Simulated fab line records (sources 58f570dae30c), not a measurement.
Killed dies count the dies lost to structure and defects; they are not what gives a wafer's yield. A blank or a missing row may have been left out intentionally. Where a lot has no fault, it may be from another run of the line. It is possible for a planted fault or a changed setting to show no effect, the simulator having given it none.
fab line records | flow berkeley_cmos170 | part 1 of 2: steps 1 to 27 of 36
record lots=5 | wafers=15 | last_day=11
route steps=331 shown PLDD@147 NLDD@158 SPACER@171 PSD@175
lots untouched by any fault: they come from a run of this same line in which no faults occurred
start_h: hours from the record's opening day to when the first of the lot's shown wafers began | wait_h: time in hours since the lot's previous step | " unchanged from the row above | L1.1+2: a row that stands for several wafers | - value missing, or start not given | * or withheld: withheld | < > ~ a bound
route shown NAME@n: NAME is a module with steps in the file, n the number in the route of the first one | usual: the fault-free wafers' mean and standard deviation | same: alike in all rows | chamber/n: place in a boat | sites: the reading at each site | _std_site: the standard deviation of these | _edge_site: inner sites' mean taken away from outer sites' mean | radius_mm: how far each site lies from the wafer's centre | mask NAME#n: copy n | behind: the tool/chamber that last shaped the wafer | hold: reason for holding the lot/hours on hold/outcome of the hold | device: names the non-switching transistor (n, p or np) | end of line: tests of these same wafers at the route's end | a step given without rows: its recipe and nothing more | killed: the dies lost at the first sort to structure and to defects; this is not the yield of the wafer | map: dies across one wafer; x = killed, . = not, _ = none there
set.NAME: the run value of the setting; set.NAME@STEP: its run value at that earlier step | model.NAME: the simulator's own value behind a step, which no gauge read
lots at selected steps of the route; one table per step, one row per wafer
services: a tool's chamber out of use, with start hour (start_h, from the record's first day; less than 0 if before it), hours out, and reason
## steps
# step UCB170_PLDD_SOFTBAKE_02
# recipe resist=KrF | temp_c=130 | time_s=60
# usual chill_plate_temp_C=22.98/0.1 | plate_temp_C=129.97/0.15
lot.wafer | tool           | chamber | start_h | wait_h | chill_plate_temp_C | plate_temp_C
L078.2    | litho_track-04 | 0       | 133.89  | 0.1    | 23.00              | 130.06
L078.3    | "              | 0       | "       | "      | 22.90              | 129.79
L078.4    | "              | 0       | "       | "      | 22.88              | 130.06
L080.1    | litho_track-04 | 0       | 139.73  | 0.1    | 22.77              | 130.26
L080.3    | "              | 0       | "       | "      | 22.90              | 129.84
L080.6    | "              | 0       | "       | "      | 22.90              | 129.86
L083.1    | litho_track-02 | 0       | 162.37  | 0.1    | 22.86              | 130.16
L083.2    | "              | 0       | "       | "      | 23.01              | 130.17
L083.4    | "              | 0       | "       | "      | 22.93              | 129.95
L093.1    | litho_track-02 | 0       | 220.89  | 0.1    | 22.98              | 130.02
L093.2    | "              | 0       | "       | "      | 23.07              | 129.83
L093.5    | "              | 0       | "       | "      | 22.90              | 129.87
L094.1    | litho_track-01 | 0       | 221.16  | 0.1    | 23.07              | 129.93
L094.4    | "              | 0       | "       | "      | 22.96              | 129.85
L094.6    | "              | 0       | "       | "      | 23.14              | 129.85
# step UCB170_PLDD_EXPOSE_03
# recipe mask_id=PSELECT | na=0.5 | sigma_outer=0.6 | source_shape=conventional | target_cd_nm=1200 | dose_mj=30
lot.wafer  | tool           | chamber | start_h | wait_h | mask
L078.2+3+4 | krf_scanner-01 | 0       | 134.16  | 0.2    | PSELECT#0
L080.1+3+6 | krf_scanner-02 | 0       | 140.01  | 0.3    | PSELECT#0
L083.1+2+4 | krf_scanner-01 | 0       | 162.64  | 0.2    | PSELECT#0
L093.1+2+5 | krf_scanner-01 | 0       | 221.16  | 0.2    | PSELECT#0
L094.1+4+6 | krf_scanner-02 | 0       | 221.44  | 0.2    | PSELECT#0
# step UCB170_PLDD_PEB_04
# recipe peb_temp_c=130 | peb_time_s=withheld | resist=KrF
# usual chill_plate_temp_C=23.01/0.11 | plate_temp_C=129.99/0.16
lot.wafer | tool           | chamber | start_h | wait_h | chill_plate_temp_C | plate_temp_C
L078.2    | litho_track-04 | 0       | 134.49  | 0.3    | 22.78              | 129.59
L078.3    | "              | 0       | "       | "      | 22.88              | 129.78
L078.4    | "              | 0       | "       | "      | 22.82              | 129.80
L080.1    | litho_track-04 | 0       | 140.13  | 0.1    | 22.86              | 130.14
L080.3    | "              | 0       | "       | "      | 23.03              | 129.69
L080.6    | "              | 0       | "       | "      | 22.90              | 129.83
L083.1    | litho_track-02 | 0       | 162.79  | 0.1    | 23.15              | 130.23
L083.2    | "              | 0       | "       | "      | 22.99              | 130.18
L083.4    | "              | 0       | "       | "      | 22.94              | 130.05
L093.1    | litho_track-04 | 0       | 221.28  | 0.1    | 23.09              | 130.08
L093.2    | "              | 0       | "       | "      | 23.25              | 129.79
L093.5    | "              | 0       | "       | "      | 23.23              | 129.75
L094.1    | litho_track-02 | 0       | 221.56  | 0.1    | 23.03              | 130.10
L094.4    | "              | 0       | "       | "      | 22.97              | 129.98
L094.6    | "              | 0       | "       | "      | 23.00              | 129.87
# step UCB170_PLDD_DEVELOP_05
# recipe developer=TMAH | develop_time_s=45 | resist=KrF | dev_temp_c=21
# usual chill_plate_temp_C=22.98/0.13
lot.wafer | tool           | chamber | start_h | wait_h | chill_plate_temp_C
L078.2    | litho_track-04 | 0       | -       | -      | 22.81
L078.3    | "              | 0       | "       | "      | 22.94
L078.4    | "              | 0       | "       | "      | 22.75
L080.1    | litho_track-04 | 0       | -       | -      | 22.83
L080.3    | "              | 0       | "       | "      | 22.98
L080.6    | "              | 0       | "       | "      | 23.01
L083.1    | litho_track-02 | 0       | -       | -      | 22.90
L083.2    | "              | 0       | "       | "      | 22.98
L083.4    | "              | 0       | "       | "      | 23.03
L093.1    | litho_track-04 | 0       | -       | -      | 22.88
L093.2    | "              | 0       | "       | "      | 23.01
L093.5    | "              | 0       | "       | "      | 22.71
L094.1    | litho_track-02 | 0       | -       | -      | 23.14
L094.4    | "              | 0       | "       | "      | 23.26
L094.6    | "              | 0       | "       | "      | 23.19
# step UCB170_PLDD_CD_MEAS_06
# recipe target_cd_nm=1200
# usual cd_nm=1200.0/1.4
lot.wafer | tool      | chamber | start_h | wait_h | cd_nm
L078.2    | cd_sem-02 | -       | 134.76  | -      | 1198.6
L078.3    | "         | -       | "       | "      | 1200.8
L078.4    | "         | -       | "       | "      | 1199.1
L080.1    | cd_sem-02 | -       | 140.40  | -      | 1200.1
L080.3    | "         | -       | "       | "      | 1200.9
L080.6    | "         | -       | "       | "      | 1199.0
L083.1    | cd_sem-02 | -       | 163.07  | -      | 1200.9
L083.2    | "         | -       | "       | "      | 1200.0
L083.4    | "         | -       | "       | "      | 1199.3
L093.1    | cd_sem-02 | -       | 221.56  | -      | 1198.2
L093.2    | "         | -       | "       | "      | 1198.5
L093.5    | "         | -       | "       | "      | 1199.6
L094.1    | cd_sem-01 | -       | 221.83  | -      | 1199.1
L094.4    | "         | -       | "       | "      | 1198.9
L094.6    | "         | -       | "       | "      | 1198.0
# step UCB170_PLDD_OVL_MEAS_07
# usual PLDD_OVL=1/5.3
lot.wafer | tool       | chamber | start_h | wait_h | PLDD_OVL[nm]
L078.2    | overlay-02 | -       | 134.87  | 0.1    | -4
L078.3    | "          | -       | "       | "      | 4
L078.4    | "          | -       | "       | "      | -8
L080.1    | overlay-02 | -       | 140.52  | 0.1    | 10
L080.3    | "          | -       | "       | "      | 5
L080.6    | "          | -       | "       | "      | 6
L083.1    | overlay-02 | -       | 163.19  | 0.1    | -2
L083.2    | "          | -       | "       | "      | 5
L083.4    | "          | -       | "       | "      | -2
L093.1    | overlay-02 | -       | 221.68  | 0.1    | 6
L093.2    | "          | -       | "       | "      | 0
L093.5    | "          | -       | "       | "      | -3
L094.1    | overlay-01 | -       | 221.95  | 0.1    | -1
L094.4    | "          | -       | "       | "      | -1
L094.6    | "          | -       | "       | "      | -4
# step UCB170_PLDD_IMPLANT_08
# recipe species=BF2 | dose_cm2=5e+13 | energy_kev=10 | tilt_deg=7 | rotation_deg=0
# usual rotation_deg=-0.008/0.017
lot.wafer | tool         | chamber | start_h | wait_h | rotation_deg
L078.2    | implanter-04 | 0       | 134.92  | 0.0    | -0.017
L078.3    | "            | 0       | "       | "      | -0.027
L078.4    | "            | 0       | "       | "      | -0.020
L080.1    | implanter-01 | 0       | 140.56  | 0.0    | 0.019
L080.3    | "            | 0       | "       | "      | 0.007
L080.6    | "            | 0       | "       | "      | 0.038
L083.1    | implanter-04 | 0       | 163.22  | 0.0    | -0.004
L083.2    | "            | 0       | "       | "      | -0.025
L083.4    | "            | 0       | "       | "      | -0.011
L093.1    | implanter-03 | 0       | 221.71  | 0.0    | -0.034
L093.2    | "            | 0       | "       | "      | -0.019
L093.5    | "            | 0       | "       | "      | 0.005
L094.1    | implanter-04 | 0       | 221.99  | 0.0    | -0.047
L094.4    | "            | 0       | "       | "      | -0.033
L094.6    | "            | 0       | "       | "      | -0.021
# step UCB170_PLDD_IMPLANT_09
# recipe species=BF2 | dose_cm2=5e+13 | energy_kev=10 | tilt_deg=7 | rotation_deg=180
# usual rotation_deg=180.01/0.047
lot.wafer | tool         | chamber | start_h | wait_h | rotation_deg
L078.2    | implanter-04 | 0       | 135.07  | 0.1    | 179.98
L078.3    | "            | 0       | "       | "      | 180.07
L078.4    | "            | 0       | "       | "      | 180.02
L080.1    | implanter-01 | 0       | 140.71  | 0.1    | 180.11
L080.3    | "            | 0       | "       | "      | 180.00
L080.6    | "            | 0       | "       | "      | 179.95
L083.1    | implanter-04 | 0       | 163.37  | 0.1    | 180.01
L083.2    | "            | 0       | "       | "      | 180.06
L083.4    | "            | 0       | "       | "      | 180.02
L093.1    | implanter-03 | 0       | 221.86  | 0.1    | 180.04
L093.2    | "            | 0       | "       | "      | 180.02
L093.5    | "            | 0       | "       | "      | 180.03
L094.1    | implanter-04 | 0       | 222.14  | 0.1    | 180.00
L094.4    | "            | 0       | "       | "      | 180.01
L094.6    | "            | 0       | "       | "      | 180.08
# step UCB170_PLDD_STRIP_10
# recipe chemistry=O2 | power_w=400 | pressure_mtorr=3500 | platen_temp_c=withheld | o2_flow_sccm=400 | overash_fraction=0.5
# usual drypump_motor_current_A=5.4/0.43 | oes_product_au=0.734/0.0042 | strip_time_to_endpoint_s=21.64/0.053
lot.wafer | tool            | chamber | start_h | wait_h | drypump_motor_current_A | oes_product_au | rf_hours_counter_h | strip_time_to_endpoint_s
L078.2    | plasma_asher-03 | 1       | 135.20  | 0.1    | 5.8                     | 0.729          | 36                 | 21.61
L078.3    | "               | 1       | "       | "      | 5.8                     | 0.739          | -                  | 21.58
L078.4    | "               | 0       | "       | "      | 5.0                     | 0.743          | -                  | 21.64
L080.1    | plasma_asher-01 | 1       | 140.86  | 0.1    | 5.9                     | 0.736          | 3                  | 21.56
L080.3    | "               | 1       | "       | "      | 5.9                     | 0.737          | -                  | 21.59
L080.6    | "               | 1       | "       | "      | 5.9                     | 0.733          | -                  | 21.55
L083.1    | plasma_asher-01 | 0       | 163.52  | 0.1    | 4.8                     | 0.735          | 6                  | 21.65
L083.2    | "               | 1       | "       | "      | 5.9                     | 0.737          | 6                  | 21.64
L083.4    | "               | 1       | "       | "      | 5.9                     | 0.736          | -                  | 21.68
L093.1    | plasma_asher-01 | 1       | 222.01  | 0.1    | 5.9                     | 0.727          | 12                 | 21.65
L093.2    | "               | 0       | "       | "      | 4.8                     | 0.727          | 12                 | 21.66
L093.5    | "               | 0       | "       | "      | 4.8                     | 0.733          | -                  | 21.62
L094.1    | plasma_asher-02 | 1       | 222.29  | 0.1    | 5.3                     | 0.734          | 51                 | 21.60
L094.4    | "               | 0       | "       | "      | 5.5                     | 0.735          | -                  | 21.61
L094.6    | "               | 0       | "       | "      | 5.6                     | 0.735          | -                  | 21.67
# step UCB170_PLDD_TW_MEAS_11
# usual PLDD_TW=1011/8.8
lot.wafer | tool          | chamber | start_h | wait_h | PLDD_TW
L078.2    | film_metro-01 | -       | 135.31  | 0.1    | 998
L078.3    | "             | -       | "       | "      | 1002
L078.4    | "             | -       | "       | "      | 998
L080.1    | film_metro-02 | -       | 140.96  | 0.1    | 1018
L080.3    | "             | -       | "       | "      | 1021
L080.6    | "             | -       | "       | "      | 1023
L083.1    | film_metro-03 | -       | 163.62  | 0.1    | 999
L083.2    | "             | -       | "       | "      | 1009
L083.4    | "             | -       | "       | "      | 1008
L093.1    | film_metro-01 | -       | 222.11  | 0.1    | 1000
L093.2    | "             | -       | "       | "      | 1001
L093.5    | "             | -       | "       | "      | 1009
L094.1    | film_metro-02 | -       | 222.39  | 0.1    | 1017
L094.4    | "             | -       | "       | "      | 1020
L094.6    | "             | -       | "       | "      | 1018
# step UCB170_PLDD_CLEAN_12
# recipe chemistry=SPM | temp_c=120 | time_s=600
lot.wafer  | tool         | chamber | start_h | wait_h
L078.2+3+4 | wet_bench-01 | 2       | 135.36  | 0.0
L080.1+3+6 | wet_bench-02 | 2       | 141.02  | 0.1
L083.1+2+4 | wet_bench-01 | 3       | 163.68  | 0.1
L093.1+2+5 | wet_bench-01 | 3       | 222.23  | 0.1
L094.1+4+6 | wet_bench-01 | 1       | 222.45  | 0.1
# step UCB170_NLDD_HMDS_00
# recipe prime_time_s=60 | prime_temp_c=100
# usual chill_plate_temp_C=22.98/0.096
lot.wafer | tool           | chamber | start_h | wait_h | chill_plate_temp_C
L078.2    | litho_track-03 | 0       | 135.76  | 0.2    | 22.87
L078.3    | "              | 0       | "       | "      | 22.96
L078.4    | "              | 0       | "       | "      | 23.05
L080.1    | litho_track-03 | 0       | 141.19  | 0.0    | 22.91
L080.3    | "              | 0       | "       | "      | 23.04
L080.6    | "              | 0       | "       | "      | 23.09
L083.1    | litho_track-02 | 0       | 163.86  | 0.0    | 22.93
L083.2    | "              | 0       | "       | "      | 22.79
L083.4    | "              | 0       | "       | "      | 22.81
L093.1    | litho_track-02 | 0       | 222.42  | 0.0    | 22.91
L093.2    | "              | 0       | "       | "      | 22.98
L093.5    | "              | 0       | "       | "      | 23.10
L094.1    | litho_track-01 | 0       | 222.64  | 0.0    | 22.95
L094.4    | "              | 0       | "       | "      | 23.30
L094.6    | "              | 0       | "       | "      | 23.20
# step UCB170_NLDD_COAT_01
# recipe resist=KrF | spin_rpm=1500 | resist_thk_nm=900
# usual chill_plate_temp_C=22.99/0.11
lot.wafer | tool           | chamber | start_h | wait_h | chill_plate_temp_C
L078.2    | litho_track-03 | 0       | 135.91  | 0.1    | 23.18
L078.3    | "              | 0       | "       | "      | 22.84
L078.4    | "              | 0       | "       | "      | 22.81
L080.1    | litho_track-03 | 0       | 141.34  | 0.1    | 23.05
L080.3    | "              | 0       | "       | "      | 23.10
L080.6    | "              | 0       | "       | "      | 23.10
L083.1    | litho_track-02 | 0       | 164.01  | 0.1    | 23.05
L083.2    | "              | 0       | "       | "      | 23.05
L083.4    | "              | 0       | "       | "      | 23.11
L093.1    | litho_track-02 | 0       | 222.57  | 0.1    | 22.78
L093.2    | "              | 0       | "       | "      | 22.81
L093.5    | "              | 0       | "       | "      | 22.97
L094.1    | litho_track-01 | 0       | 222.79  | 0.1    | 22.84
L094.4    | "              | 0       | "       | "      | 22.80
L094.6    | "              | 0       | "       | "      | 22.79
# step UCB170_NLDD_SOFTBAKE_02
# recipe resist=KrF | temp_c=130 | time_s=60
# usual chill_plate_temp_C=23.00/0.093 | plate_temp_C=130.01/0.14
lot.wafer | tool           | chamber | start_h | wait_h | chill_plate_temp_C | plate_temp_C
L078.2    | litho_track-03 | 0       | 136.06  | 0.1    | 23.02              | 129.96
L078.3    | "              | 0       | "       | "      | 22.98              | 130.11
L078.4    | "              | 0       | "       | "      | 22.90              | 129.91
L080.1    | litho_track-03 | 0       | 141.49  | 0.1    | 23.11              | 130.11
L080.3    | "              | 0       | "       | "      | 22.91              | 130.10
L080.6    | "              | 0       | "       | "      | 23.08              | 129.99
L083.1    | litho_track-02 | 0       | 164.16  | 0.1    | 23.06              | 130.32
L083.2    | "              | 0       | "       | "      | 22.92              | 130.13
L083.4    | "              | 0       | "       | "      | 23.01              | 130.15
L093.1    | litho_track-02 | 0       | 222.72  | 0.1    | 22.98              | 129.85
L093.2    | "              | 0       | "       | "      | 22.89              | 129.85
L093.5    | "              | 0       | "       | "      | 22.97              | 129.98
L094.1    | litho_track-01 | 0       | 222.94  | 0.1    | 23.13              | 129.90
L094.4    | "              | 0       | "       | "      | 22.98              | 129.55
L094.6    | "              | 0       | "       | "      | 22.95              | 129.96
# step UCB170_NLDD_EXPOSE_03
# recipe mask_id=NSELECT | na=0.5 | sigma_outer=0.6 | source_shape=conventional | target_cd_nm=1200 | dose_mj=30
lot.wafer  | tool           | chamber | start_h | wait_h | mask
L078.2+3+4 | krf_scanner-02 | 0       | 136.20  | 0.1    | NSELECT#0
L080.1+3+6 | krf_scanner-02 | 0       | 141.77  | 0.2    | NSELECT#0
L083.1+2+4 | krf_scanner-02 | 0       | 164.43  | 0.2    | NSELECT#0
L093.1+2+5 | krf_scanner-01 | 0       | 222.99  | 0.2    | NSELECT#0
L094.1+4+6 | krf_scanner-02 | 0       | 223.23  | 0.3    | NSELECT#0
# step UCB170_NLDD_PEB_04
# recipe peb_temp_c=130 | peb_time_s=withheld | resist=KrF
# usual chill_plate_temp_C=23.00/0.12 | plate_temp_C=130.02/0.13
lot.wafer | tool           | chamber | start_h | wait_h | chill_plate_temp_C | plate_temp_C
L078.2    | litho_track-03 | 0       | 136.32  | 0.1    | 23.02              | 129.85
L078.3    | "              | 0       | "       | "      | 23.05              | 130.16
L078.4    | "              | 0       | "       | "      | 23.02              | 130.05
L080.1    | litho_track-01 | 0       | 142.08  | 0.3    | 22.93              | 130.00
L080.3    | "              | 0       | "       | "      | 22.91              | 130.09
L080.6    | "              | 0       | "       | "      | 22.90              | 130.10
L083.1    | litho_track-02 | 0       | 164.76  | 0.3    | 23.15              | 129.99
L083.2    | "              | 0       | "       | "      | 23.20              | 129.96
L083.4    | "              | 0       | "       | "      | 23.16              | 129.96
L093.1    | litho_track-01 | 0       | 223.11  | 0.1    | 22.99              | 129.92
L093.2    | "              | 0       | "       | "      | 22.93              | 129.91
L093.5    | "              | 0       | "       | "      | 22.99              | 129.74
L094.1    | litho_track-02 | 0       | 223.35  | 0.1    | 23.01              | 129.81
L094.4    | "              | 0       | "       | "      | 22.91              | 129.88
L094.6    | "              | 0       | "       | "      | 22.88              | 130.02
# step UCB170_NLDD_DEVELOP_05
# recipe developer=TMAH | develop_time_s=45 | resist=KrF | dev_temp_c=21
# usual chill_plate_temp_C=23.03/0.099
lot.wafer | tool           | chamber | start_h | wait_h | chill_plate_temp_C
L078.2    | litho_track-03 | 0       | -       | -      | 22.95
L078.3    | "              | 0       | "       | "      | 23.12
L078.4    | "              | 0       | "       | "      | 23.04
L080.1    | litho_track-01 | 0       | -       | -      | 23.03
L080.3    | "              | 0       | "       | "      | 22.84
L080.6    | "              | 0       | "       | "      | 22.92
L083.1    | litho_track-02 | 0       | -       | -      | 23.02
L083.2    | "              | 0       | "       | "      | 22.95
L083.4    | "              | 0       | "       | "      | 22.93
L093.1    | litho_track-01 | 0       | -       | -      | 23.01
L093.2    | "              | 0       | "       | "      | 23.05
L093.5    | "              | 0       | "       | "      | 22.97
L094.1    | litho_track-02 | 0       | -       | -      | 23.06
L094.4    | "              | 0       | "       | "      | 23.10
L094.6    | "              | 0       | "       | "      | 23.08
# step UCB170_NLDD_CD_MEAS_06
# recipe target_cd_nm=1200
# usual cd_nm=1200.3/1.5
lot.wafer | tool      | chamber | start_h | wait_h | cd_nm
L078.2    | cd_sem-02 | -       | 136.59  | -      | 1197.6
L078.3    | "         | -       | "       | "      | 1199.4
L078.4    | "         | -       | "       | "      | 1198.7
L080.1    | cd_sem-02 | -       | 142.36  | -      | 1198.5
L080.3    | "         | -       | "       | "      | 1200.8
L080.6    | "         | -       | "       | "      | 1200.3
L083.1    | cd_sem-01 | -       | 165.03  | -      | 1202.5
L083.2    | "         | -       | "       | "      | 1200.9
L083.4    | "         | -       | "       | "      | 1203.1
L093.1    | cd_sem-02 | -       | 223.38  | -      | 1199.7
L093.2    | "         | -       | "       | "      | 1200.8
L093.5    | "         | -       | "       | "      | 1200.2
L094.1    | cd_sem-01 | -       | 223.62  | -      | 1202.6
L094.4    | "         | -       | "       | "      | 1202.5
L094.6    | "         | -       | "       | "      | 1200.7
# step UCB170_NLDD_OVL_MEAS_07
# usual NLDD_OVL=2/5.1
lot.wafer | tool       | chamber | start_h | wait_h | NLDD_OVL[nm]
L078.2    | overlay-02 | -       | 136.70  | 0.1    | 6
L078.3    | "          | -       | "       | "      | 7
L078.4    | "          | -       | "       | "      | 5
L080.1    | overlay-01 | -       | 142.48  | 0.1    | -4
L080.3    | "          | -       | "       | "      | -6
L080.6    | "          | -       | "       | "      | 0
L083.1    | overlay-01 | -       | 165.15  | 0.1    | 8
L083.2    | "          | -       | "       | "      | 3
L083.4    | "          | -       | "       | "      | 7
L093.1    | overlay-02 | -       | 223.50  | 0.1    | 3
L093.2    | "          | -       | "       | "      | -3
L093.5    | "          | -       | "       | "      | 4
L094.1    | overlay-01 | -       | 223.74  | 0.1    | 11
L094.4    | "          | -       | "       | "      | 0
L094.6    | "          | -       | "       | "      | 7
# step UCB170_NLDD_IMPLANT_08
# recipe species=As | dose_cm2=5e+13 | energy_kev=30 | tilt_deg=7 | rotation_deg=0
# usual rotation_deg=0.004/0.019
lot.wafer | tool         | chamber | start_h | wait_h | rotation_deg
L078.2    | implanter-04 | 0       | 136.75  | 0.0    | -0.011
L078.3    | "            | 0       | "       | "      | -0.008
L078.4    | "            | 0       | "       | "      | -0.052
L080.1    | implanter-04 | 0       | 142.51  | 0.0    | -0.001
L080.3    | "            | 0       | "       | "      | -0.005
L080.6    | "            | 0       | "       | "      | -0.034
L083.1    | implanter-04 | 0       | 165.19  | 0.0    | 0.036
L083.2    | "            | 0       | "       | "      | 0.029
L083.4    | "            | 0       | "       | "      | -0.010
L093.1    | implanter-03 | 0       | 223.54  | 0.0    | 0.000
L093.2    | "            | 0       | "       | "      | -0.007
L093.5    | "            | 0       | "       | "      | 0.021
L094.1    | implanter-04 | 0       | 223.78  | 0.0    | 0.002
L094.4    | "            | 0       | "       | "      | -0.024
L094.6    | "            | 0       | "       | "      | 0.012
# step UCB170_NLDD_IMPLANT_09
# recipe species=As | dose_cm2=5e+13 | energy_kev=30 | tilt_deg=7 | rotation_deg=180
# usual rotation_deg=180.00/0.041
lot.wafer | tool         | chamber | start_h | wait_h | rotation_deg
L078.2    | implanter-04 | 0       | 136.90  | 0.1    | 179.92
L078.3    | "            | 0       | "       | "      | 179.96
L078.4    | "            | 0       | "       | "      | 180.01
L080.1    | implanter-04 | 0       | 142.66  | 0.1    | 179.94
L080.3    | "            | 0       | "       | "      | 180.04
L080.6    | "            | 0       | "       | "      | 180.01
L083.1    | implanter-04 | 0       | 165.34  | 0.1    | 179.90
L083.2    | "            | 0       | "       | "      | 179.99
L083.4    | "            | 0       | "       | "      | 180.06
L093.1    | implanter-03 | 0       | 223.69  | 0.1    | 180.00
L093.2    | "            | 0       | "       | "      | 179.99
L093.5    | "            | 0       | "       | "      | 180.01
L094.1    | implanter-04 | 0       | 223.93  | 0.1    | 179.91
L094.4    | "            | 0       | "       | "      | 180.04
L094.6    | "            | 0       | "       | "      | 179.91
# step UCB170_NLDD_STRIP_10
# recipe chemistry=O2 | power_w=400 | pressure_mtorr=3500 | platen_temp_c=withheld | o2_flow_sccm=400 | overash_fraction=0.5
# usual drypump_motor_current_A=5.8/0.58 | oes_product_au=0.735/0.0044 | strip_time_to_endpoint_s=21.63/0.064
lot.wafer | tool            | chamber | start_h | wait_h | drypump_motor_current_A | oes_product_au | rf_hours_counter_h | strip_time_to_endpoint_s
L078.2    | plasma_asher-04 | 1       | 137.03  | 0.1    | 6.4                     | 0.730          | 44                 | 21.60
L078.3    | "               | 1       | "       | "      | 6.4                     | 0.743          | -                  | 21.59
L078.4    | "               | 0       | "       | "      | 6.5                     | 0.736          | -                  | 21.62
L080.1    | plasma_asher-04 | 1       | 142.81  | 0.1    | 6.3                     | 0.738          | 45                 | 21.57
L080.3    | "               | 0       | "       | "      | 6.4                     | 0.734          | -                  | 21.60
L080.6    | "               | 1       | "       | "      | 6.3                     | 0.739          | -                  | 21.59
L083.1    | plasma_asher-04 | 0       | 165.49  | 0.1    | 6.5                     | 0.731          | 47                 | 21.64
L083.2    | "               | 1       | "       | "      | 6.3                     | 0.735          | 47                 | 21.65
L083.4    | "               | 1       | "       | "      | 6.3                     | 0.738          | -                  | 21.68
L093.1    | plasma_asher-02 | 0       | 223.84  | 0.1    | 5.5                     | 0.733          | 51                 | 21.59
L093.2    | "               | 1       | "       | "      | 5.3                     | 0.731          | 51                 | 21.61
L093.5    | "               | 1       | "       | "      | 5.3                     | 0.730          | -                  | 21.59
L094.1    | plasma_asher-04 | 0       | 224.08  | 0.1    | 6.4                     | 0.738          | 53                 | 21.72
L094.4    | "               | 0       | "       | "      | 6.4                     | 0.738          | -                  | 21.60
L094.6    | "               | 0       | "       | "      | 6.5                     | 0.741          | -                  | 21.67
# step UCB170_NLDD_TW_MEAS_11
# usual NLDD_TW=2220/21
lot.wafer | tool          | chamber | start_h | wait_h | NLDD_TW
L078.2    | film_metro-02 | -       | 137.15  | 0.1    | 2236
L078.3    | "             | -       | "       | "      | 2244
L078.4    | "             | -       | "       | "      | 2251
L080.1    | film_metro-01 | -       | 142.91  | 0.1    | 2194
L080.3    | "             | -       | "       | "      | 2191
L080.6    | "             | -       | "       | "      | 2187
L083.1    | film_metro-02 | -       | 165.59  | 0.1    | 2243
L083.2    | "             | -       | "       | "      | 2251
L083.4    | "             | -       | "       | "      | 2247
L093.1    | film_metro-03 | -       | 223.94  | 0.1    | 2210
L093.2    | "             | -       | "       | "      | 2222
L093.5    | "             | -       | "       | "      | 2212
L094.1    | film_metro-02 | -       | 224.18  | 0.1    | 2236
L094.4    | "             | -       | "       | "      | 2228
L094.6    | "             | -       | "       | "      | 2229
# step UCB170_NLDD_CLEAN_12
# recipe chemistry=SPM | temp_c=120 | time_s=600
lot.wafer  | tool         | chamber | start_h | wait_h
L078.2+3+4 | wet_bench-02 | 3       | 137.20  | 0.0
L080.1+3+6 | wet_bench-03 | 1       | 142.97  | 0.1
L083.1+2+4 | wet_bench-02 | 3       | 165.65  | 0.1
L093.1+2+5 | wet_bench-01 | 3       | 224.00  | 0.1
L094.1+4+6 | wet_bench-02 | 2       | 225.16  | 1.0
# step UCB170_SPACER_CVD_00
# recipe material=SiO2 | target_thk_nm=376 | temp_c=390 | precursor=TEOS/O2 | time_s=47 | rf_w=550 | pressure_mtorr=9000
# usual heater_power_w=257/51
lot.wafer | tool     | chamber | start_h | wait_h | heater_power_w
L078.2    | pecvd-01 | 1       | 137.37  | 0.0    | 272
L078.3    | "        | 2       | "       | "      | 215
L078.4    | "        | 1       | "       | "      | 281
L080.1    | pecvd-01 | 2       | 143.15  | 0.0    | 250
L080.3    | "        | 0       | "       | "      | 179
L080.6    | "        | 2       | "       | "      | 166
L083.1    | pecvd-01 | 0       | 165.82  | 0.0    | 227
L083.2    | "        | 1       | "       | "      | 306
L083.4    | "        | 1       | "       | "      | 325
L093.1    | pecvd-01 | 2       | 224.19  | 0.0    | 200
L093.2    | "        | 1       | "       | "      | 334
L093.5    | "        | 2       | "       | "      | 208
L094.1    | pecvd-02 | 0       | 225.33  | 0.0    | 312
L094.4    | "        | 0       | "       | "      | 323
L094.6    | "        | 2       | "       | "      | 217
# step UCB170_SPACER_THK_MEAS_01
# recipe reads=SiO2_of_SPACER_CVD_00
# usual SPACER_TEOS_THK=374/5.1
lot.wafer | tool          | chamber | start_h | wait_h | SPACER_TEOS_THK[nm]
L078.2    | film_metro-02 | -       | 137.42  | 0.0    | 374
L078.3    | "             | -       | "       | "      | 372
L078.4    | "             | -       | "       | "      | 376
L080.1    | film_metro-03 | -       | 143.19  | 0.0    | 373
L080.3    | "             | -       | "       | "      | 372
L080.6    | "             | -       | "       | "      | 379
L083.1    | film_metro-02 | -       | 165.87  | 0.0    | 371
L083.2    | "             | -       | "       | "      | 365
L083.4    | "             | -       | "       | "      | 374
L093.1    | film_metro-04 | -       | 224.23  | 0.0    | 376
L093.2    | "             | -       | "       | "      | 377
L093.5    | "             | -       | "       | "      | 377
L094.1    | film_metro-02 | -       | 225.38  | 0.0    | 370
L094.4    | "             | -       | "       | "      | 376
L094.6    | "             | -       | "       | "      | 378
# step UCB170_SPACER_ANNEAL_02
# recipe temp_c=900 | time_s=1800 | ambient=N2
# usual spike_tc_centre_C=902.3/0.96 | zone_power_centre_pct=48/3.7
lot.wafer | tool       | chamber | start_h | wait_h | spike_tc_centre_C | zone_power_centre_pct
L078.2    | furnace-02 | 0       | 139.83  | 2.4    | 902.3             | 51
L078.3    | "          | 0       | "       | "      | 901.0             | 51
L078.4    | "          | 0       | "       | "      | 903.0             | 52
L080.1    | furnace-01 | 0       | 145.08  | 1.9    | 903.3             | 43
L080.3    | "          | 0       | "       | "      | 901.5             | 44
L080.6    | "          | 0       | "       | "      | 901.5             | 44
L083.1    | furnace-01 | 0       | 168.63  | 2.7    | 900.3             | 44
L083.2    | "          | 0       | "       | "      | 902.5             | 43
L083.4    | "          | 0       | "       | "      | 901.6             | 44
L093.1    | furnace-02 | 0       | 228.18  | 3.9    | 900.5             | 53
L093.2    | "          | 0       | "       | "      | 903.5             | 51
L093.5    | "          | 0       | "       | "      | 902.0             | 52
L094.1    | furnace-02 | 0       | 228.18  | 2.8    | 902.2             | 52
L094.4    | "          | 0       | "       | "      | 900.8             | 51
L094.6    | "          | 0       | "       | "      | 902.0             | 51
